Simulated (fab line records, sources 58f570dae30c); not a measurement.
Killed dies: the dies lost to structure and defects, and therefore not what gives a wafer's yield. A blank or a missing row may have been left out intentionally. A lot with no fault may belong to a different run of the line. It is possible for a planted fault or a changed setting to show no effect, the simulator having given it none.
A struck lot beside a sound one || flow berkeleyCmos170 || 17 steps out of a route of 331
Sound: wafers L998.1, L998.3, L998.6. Struck: wafers L102.1, L102.4, L102.5. The cause comes at the end.
Per side, at each step with rows, come the tool, then ch with its chambers, and then its first start. Under that, the readings that differ: sound wafers || struck wafers || difference of the means || sigmas: that difference in standard deviations of wafers without a fault.
alike: a reading whose means differ by less than 2 such deviations, as well as words and numbers matching on both sides. not compared: withheld readings; readings where some wafer has no value; bounds like >300 that might hide an equal value; numbers whose values overlap and for which the record gives no deviation.
The two part at a step that has a row with sigmas, a row that says differs or no value, or rows on one side only. Non-overlapping numbers with no deviation appear without sigmas and do not part them. Lack of a reading on every wafer of one side parts them only where that side has two or more wafers.

UCB170_NSD_CD_MEAS_06: the cd target is 1200 nm.
  struck on cdSem-02, day 8 08:51; sound on cdSem-01, day 7 20:01
  alike: cdNm
UCB170_NSD_OVL_MEAS_07:
  struck on overlay-01, day 8 08:58; sound on overlay-01, day 7 20:08
  alike: NSD_OVL
next, for these wafers, 1 step has no rows: UCB170_NSD_IMPLANT_08.
UCB170_NSD_STRIP_09: strips in O2.
  sound on plasmaAsher-03 ch 0,1, day 7 20:19; struck on plasmaAsher-02 ch 0,1, day 8 09:09
  alike: drypumpMotorCurrentA, oesProductAu, stripTimeToEndpointS
  not compared: rfHoursCounterH
UCB170_NSD_TW_MEAS_10:
  struck on filmMetro-01, day 8 09:15; sound on filmMetro-01, day 7 20:25
  alike: NSD_TW
then, 4 steps without rows for these wafers: UCB170_NSD_CLEAN_11 (cleans in SPM, time 600 s); UCB170_BACKSIDE_HMDS_00 (prime time 60 s); UCB170_BACKSIDE_COAT_01 (resist thk 900 nm); UCB170_BACKSIDE_SOFTBAKE_02 (time 60 s).
UCB170_BACKSIDE_STRIP_03: strips in O2.
  sound on plasmaAsher-03 ch 0,1, day 7 21:25; struck on plasmaAsher-01 ch 0,1, day 8 10:23
  alike: drypumpMotorCurrentA, oesProductAu, stripTimeToEndpointS
  not compared: rfHoursCounterH
then, 1 step without rows for these wafers: UCB170_BACKSIDE_CLEAN_04 (cleans in SPM, time 600 s).
UCB170_SDANNEAL_RTA_00: time 10 s.
  sound on rtpAnneal-02 ch 0, day 7 21:41; struck on rtpAnneal-01 ch 0, day 8 10:51
{"reading": "lampPowerPct (%)", "sound": "26.4 26.3 26.4", "struck": "25.3 25.3 25.3", "difference": -1.1, "sigmas": -2}
{"reading": "wafer_temp_C_max", "sound": "902.1 904.5 903.2", "struck": "901.7 902.1 901.8", "difference": -1.4, "sigmas": -2}
UCB170_SDANNEAL_RTA_01: time 5 s.
  sound on rtpAnneal-02 ch 0, day 7 21:46; struck on rtpAnneal-01 ch 0, day 8 10:55
{"reading": "wafer_temp_C_max", "sound": "1053.7 1054.2 1052.4", "struck": "1077.9 1077.8 1077.4", "difference": "+24.3", "sigmas": "+34"}
  alike: lampPowerPct
UCB170_SDANNEAL_RS_MEAS_02: a four-point-probe measurement.
  struck on filmMetro-01, day 8 10:58; sound on filmMetro-03, day 7 21:49
{"reading": "PSD_RS (ohm/sq)", "sound": "76.1 75.8 75.6", "struck": "66.3 66.2 66.0", "difference": -9.7, "sigmas": -32}
UCB170_SDANNEAL_RS_MEAS_03: a four-point-probe measurement.
  struck on filmMetro-01, day 8 11:05; sound on filmMetro-03, day 7 21:56
{"reading": "NSD_RS (ohm/sq)", "sound": "37.18 37.29 37.23", "struck": "35.85 35.69 35.62", "difference": -1.51, "sigmas": -18}
UCB170_SDANNEAL_RS_MEAS_04: a four-point-probe measurement.
  struck on filmMetro-01, day 8 11:13; sound on filmMetro-03, day 7 22:04
{"reading": "PLDD_RS (ohm/sq)", "sound": "1027.8 1033.4 1029.5", "struck": "1012.9 1012.5 1012.6", "difference": -17.6, "sigmas": -7}
UCB170_SDANNEAL_RS_MEAS_05: a four-point-probe measurement.
  struck on filmMetro-01, day 8 11:20; sound on filmMetro-03, day 7 22:11
{"reading": "NLDD_RS (ohm/sq)", "sound": "616.4 618.7 618.3", "struck": "613.8 616.0 616.2", "difference": -2.5, "sigmas": -2}

WHERE THEY PART
First at UCB170_SDANNEAL_RTA_00; last, within this record, at UCB170_SDANNEAL_RS_MEAS_05.

WHY: what had been put in by the simulator
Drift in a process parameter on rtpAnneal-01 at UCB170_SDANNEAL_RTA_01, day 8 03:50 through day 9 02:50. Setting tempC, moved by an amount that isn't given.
